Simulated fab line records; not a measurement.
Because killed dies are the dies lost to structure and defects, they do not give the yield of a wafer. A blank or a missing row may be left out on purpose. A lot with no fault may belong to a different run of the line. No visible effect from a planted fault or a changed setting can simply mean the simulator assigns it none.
Which tool is to blame? | flow berkeley cmos170 | Sampling: 7 lots, 21 wafers, 2 of 331 route steps

== WHAT EACH GAUGE READ, for each wafer ==
UCB170_PLDD_TW_MEAS_11.
lot  | measured     | on            | PLDD_TW
L535 | day 7 13:49  | film metro-02 | 1014 1014 1010
L537 | day 7 21:19  | film metro-02 | 1011 1015 1011
L539 | day 8 08:51  | film metro-01 | 1015 1015 1017
L543 | day 9 22:55  | film metro-03 | 992 989 993
L544 | day 9 22:42  | film metro-03 | 989 995 990
L552 | day 10 13:40 | film metro-03 | 989 993 993
L555 | day 11 10:08 | film metro-01 | 1011 1008 1014

== TOOL THAT RAN EACH LOT (tool first, then ch and the chambers of the sampled wafers, then the start) ==
lot  | UCB170_PLDD_IMPLANT_09
L535 | implanter-03 ch 0, day 7 13:35
L537 | implanter-02 ch 0, day 7 21:04
L539 | implanter-04 ch 0, day 8 08:37
L543 | implanter-04 ch 0, day 9 22:42
L544 | implanter-03 ch 0, day 9 22:28
L552 | implanter-02 ch 0, day 10 13:25
L555 | implanter-04 ch 0, day 11 09:53
- UCB170_PLDD_IMPLANT_09

== THE ANSWER, worked out from the rows above alone ==
Rule: the lots themselves supply what counts as usual. Put in order of their means at a reading, lots are off if they are a third of the lots or fewer, leave a main group of 4 or more, and stand apart from it by a gap of 3 or more times the standard deviation of the main group's means; of several such gaps the widest counts. A main group is skipped when, at the precision printed for the reading in the tables above, its means are all equal. A lot without any number at a reading at which 4 lots or more have one is off too. Where the step has rows for the other lots, those lots are counted as sound.
No lot is off at any reading shown: from this, nothing can be told.

== WHAT THE SIMULATOR PUT IN ==
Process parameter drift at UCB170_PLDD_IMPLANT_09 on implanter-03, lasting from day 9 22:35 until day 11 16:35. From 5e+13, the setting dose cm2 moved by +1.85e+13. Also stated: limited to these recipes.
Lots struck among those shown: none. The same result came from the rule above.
